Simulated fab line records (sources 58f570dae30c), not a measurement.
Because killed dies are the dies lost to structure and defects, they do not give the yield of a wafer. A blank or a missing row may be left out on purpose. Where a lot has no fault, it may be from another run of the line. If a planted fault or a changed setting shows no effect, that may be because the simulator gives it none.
Which tool was responsible? | flow berkeleyCmos170 | 15 lots, 45 wafers sampled, at 1 step of a route of 331

== WHAT THE GAUGES SHOWED, per wafer ==
The record holds no reading of a measuring or inspecting step that can be judged against a usual standard deviation.

== EACH LOT AND THE TOOL THAT RAN IT (in order: tool; ch and the chambers of the sampled wafers; start) ==
lot  | UCB170_PVT_PEB_04
L843 | lithoTrack-04 ch 0, day 6 11:31
L845 | lithoTrack-01 ch 0, day 6 21:34
L846 | lithoTrack-01 ch 0, day 6 21:50
L848 | lithoTrack-02 ch 0, day 7 07:21
L850 | lithoTrack-01 ch 0, day 7 17:16
L851 | lithoTrack-04 ch 0, day 8 08:47
L854 | lithoTrack-02, day 8 18:01
L853 | lithoTrack-02, day 8 18:20
L855 | lithoTrack-04, day 8 23:55
L856 | lithoTrack-02 ch 0, day 9 13:13
L860 | lithoTrack-04 ch 0, day 9 13:32
L859 | lithoTrack-04 ch 0, day 9 13:47
L862 | lithoTrack-02 ch 0, day 10 00:53
L864 | lithoTrack-04 ch 0, day 10 22:11
L865 | lithoTrack-04 ch 0, day 10 22:28
- UCB170_PVT_PEB_04

== AS READ BY THE TOOLS THEMSELVES (means over the sampled wafers that have a number; for cases with no such wafer, the mark the record gives instead) ==
UCB170_PVT_PEB_04.
lot  | tool          | chillPlateTempC (C) | exhaustPa (Pa)
L843 | lithoTrack-04 | 22.97               | 45.7
L845 | lithoTrack-01 | 23.09               | 45.8
L846 | lithoTrack-01 | 23.12               | 44.6
L848 | lithoTrack-02 | 23.10               | 45.6
L850 | lithoTrack-01 | 23.10               | 45.5
L851 | lithoTrack-04 | 22.90               | 44.4
L854 | lithoTrack-02 | -                   | -
L853 | lithoTrack-02 | -                   | -
L855 | lithoTrack-04 | -                   | -
L856 | lithoTrack-02 | 23.23               | 45.7
L860 | lithoTrack-04 | 23.01               | 43.9
L859 | lithoTrack-04 | 23.00               | 45.3
L862 | lithoTrack-02 | 23.03               | 45.9
L864 | lithoTrack-04 | 23.03               | 45.4
L865 | lithoTrack-04 | 23.08               | 44.5

== THE ANSWER, worked out from the rows above alone ==
Rule: the lots themselves supply what counts as usual. Put in order of their means at a reading, lots are off if they are a third of the lots or fewer, leave a main group of 4 or more, and stand apart from it by a gap of 3 or more times the standard deviation of the main group's means; of several such gaps the widest counts. A main group is skipped when, at the precision printed for the reading in the tables above, its means are all equal. A lot without any number at a reading at which 4 lots or more have one is off too. All remaining lots with rows at the step are treated as sound. Order of review: gauges by route order, followed by the tools' own readings, for which a lot's mean as printed above is used. The first step at which some lot is off is used, and at that step the reading that is off furthest; a lot without a number counts as furthest.
Off, at UCB170_PVT_PEB_04 on chillPlateTempC: L854, L853, L855. Without a number there: L854, L853, L855. The main group has a mean of 23.05 C with a standard deviation of 0.081.
If a tool, at that step or one of the process steps before it, ran each lot that is off and ran no sound lot following the first of them, it fits. Of those tried, none fits.

== WHAT THE SIMULATOR PUT IN ==
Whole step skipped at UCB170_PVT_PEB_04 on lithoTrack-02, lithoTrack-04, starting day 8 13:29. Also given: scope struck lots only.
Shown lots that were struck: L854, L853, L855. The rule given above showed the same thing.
